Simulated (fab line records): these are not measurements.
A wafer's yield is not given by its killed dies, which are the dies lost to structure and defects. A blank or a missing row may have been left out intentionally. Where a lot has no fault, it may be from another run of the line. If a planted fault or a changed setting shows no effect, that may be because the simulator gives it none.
fab line records | flow rit-cmos
record: lots: 14 | wafers: 42 | last-day: 7
route steps=202 shown FOX2@25
lots with no fault: from the same line, run without faults
start-h: hours from the record's opening day to when the first of the lot's shown wafers began | wait-h: hours since the lot's step before | " as in the row above | L1.1+2: one row covering several wafers at once | - no value, or no start given | * or withheld: withheld | < > ~ a bound
route shown NAME@n: names a module that has steps shown in the file, with the first one's number in the route | usual: mean/standard deviation of fault-free wafers | same: alike in all rows | chamber/n: place in a boat | sites: per-site readings | _std_site: standard deviation across them | _edge_site: inner sites' mean taken away from outer sites' mean | radius-mm: how far each site lies from the wafer's centre | mask NAME#n: copy n | behind: the most recent tool/chamber to have shaped the wafer | hold: what put the lot on hold/how long, in hours/how the hold closed | device: which transistor (n, p or np) failed to switch | end of line: at the end of the route, the tests of the same wafers | for a step that has no rows: nothing shown but its recipe | killed: at the first sort, the dies lost to defects and structure; wafer yield is something else | map: shows each die of a wafer: x if killed, . if not, _ if none is there
set.NAME: the setting that was run; set.NAME@STEP: the one run at that earlier step | model.NAME: the simulator's own value behind a step, which no gauge read
steps of the route over a sample of lots; a table a step, a row a wafer
services: the hour from which a tool's chamber was out of use, counted from the record's first day as start-h (under 0 if before that day), plus the number of hours and why
== steps ==
step: RIT_FOX2_CLEAN_02
recipe: chemistry: dHF | dilution: 50:1 | time-s: 180
usual: run-length-s: 206.2/2.5
lot.wafer | tool         | chamber | start-h | wait-h | run-length-s
L314.2    | wet-bench-04 | 0       | 19.85   | 0.0    | 205.3
L314.4    | "            | 0       | "       | "      | 205.3
L314.5    | "            | 0       | "       | "      | 205.3
L315.2    | wet-bench-04 | 1       | 24.76   | 0.0    | 203.8
L315.5    | "            | 1       | "       | "      | 203.8
L315.6    | "            | 1       | "       | "      | 203.8
L316.2    | wet-bench-04 | 2       | 30.70   | 0.0    | 205.5
L316.5    | "            | 2       | "       | "      | 205.5
L316.6    | "            | 2       | "       | "      | 205.5
L317.2    | wet-bench-04 | 2       | 34.82   | 0.0    | 205.6
L317.5    | "            | 2       | "       | "      | 205.6
L317.6    | "            | 2       | "       | "      | 205.6
L318.3    | wet-bench-03 | 1       | 40.10   | 0.0    | 206.5
L318.4    | "            | 1       | "       | "      | 206.5
L318.5    | "            | 1       | "       | "      | 206.5
L319.2    | wet-bench-03 | 0       | 44.52   | 0.0    | 203.4
L319.5    | "            | 0       | "       | "      | 203.4
L319.6    | "            | 0       | "       | "      | 203.4
L326.3    | wet-bench-02 | 3       | 80.65   | 0.0    | 54.1
L326.4    | "            | 3       | "       | "      | 54.1
L326.6    | "            | 3       | "       | "      | 54.1
L327.2    | wet-bench-02 | 1       | 88.98   | 0.0    | 51.0
L327.4    | "            | 1       | "       | "      | 51.0
L327.5    | "            | 1       | "       | "      | 51.0
L328.3    | wet-bench-04 | 1       | 92.13   | 0.0    | 210.7
L328.4    | "            | 1       | "       | "      | 210.7
L328.5    | "            | 1       | "       | "      | 210.7
L330.1    | wet-bench-04 | 1       | 101.32  | 0.1    | 203.1
L330.4    | "            | 1       | "       | "      | 203.1
L330.5    | "            | 1       | "       | "      | 203.1
L331.1    | wet-bench-04 | 2       | 104.97  | 0.1    | 206.6
L331.5    | "            | 2       | "       | "      | 206.6
L331.6    | "            | 2       | "       | "      | 206.6
L333.1    | wet-bench-03 | 0       | 116.15  | 0.1    | 203.4
L333.2    | "            | 0       | "       | "      | 203.4
L333.5    | "            | 0       | "       | "      | 203.4
L334.1    | wet-bench-04 | 3       | 122.44  | 0.1    | 205.9
L334.2    | "            | 3       | "       | "      | 205.9
L334.4    | "            | 3       | "       | "      | 205.9
L337.3    | wet-bench-04 | 0       | 136.89  | 0.0    | 214.1
L337.5    | "            | 0       | "       | "      | 214.1
L337.6    | "            | 0       | "       | "      | 214.1
== services ==
tool         | chamber | start-h | hours | kind
wet-bench-03 | -       | 17.38   | 20.0  | repair
wet-bench-03 | -       | 78.89   | 1.9   | pm
== key ==
first-sign: step: RIT_FOX2_CLEAN_02 | reading: run-length-s | direction: down | sigmas: 60 | usual: * | struck: *
effect none on later readings
met-at RIT_FOX2_CLEAN_02
struck-lots L326,L327
sort-left-out L326.3,L326.4,L326.6,L327.2,L327.4,L327.5
tester-left-out L326,L327
fault: kind: process-parameter-drift | tool: wet-bench-02 | chamber: - | onset-h: 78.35 | steps: RIT_FOX2_CLEAN_02 | channel: time-s | offset: * | shape: step | end-h: 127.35 | acts-in: * | stated: *
tester-left-out: of these lots the tester's yield and bins aren't shown, on N5 and GAA mostly nor the transistor test; their killed dies are dies lost to structure and defects alone, not to doping, threshold or leakage, so they don't give the yield
sort-left-out: the simulated sort isn't trusted on such a fault, so these wafers' sort isn't shown, and their yield isn't known
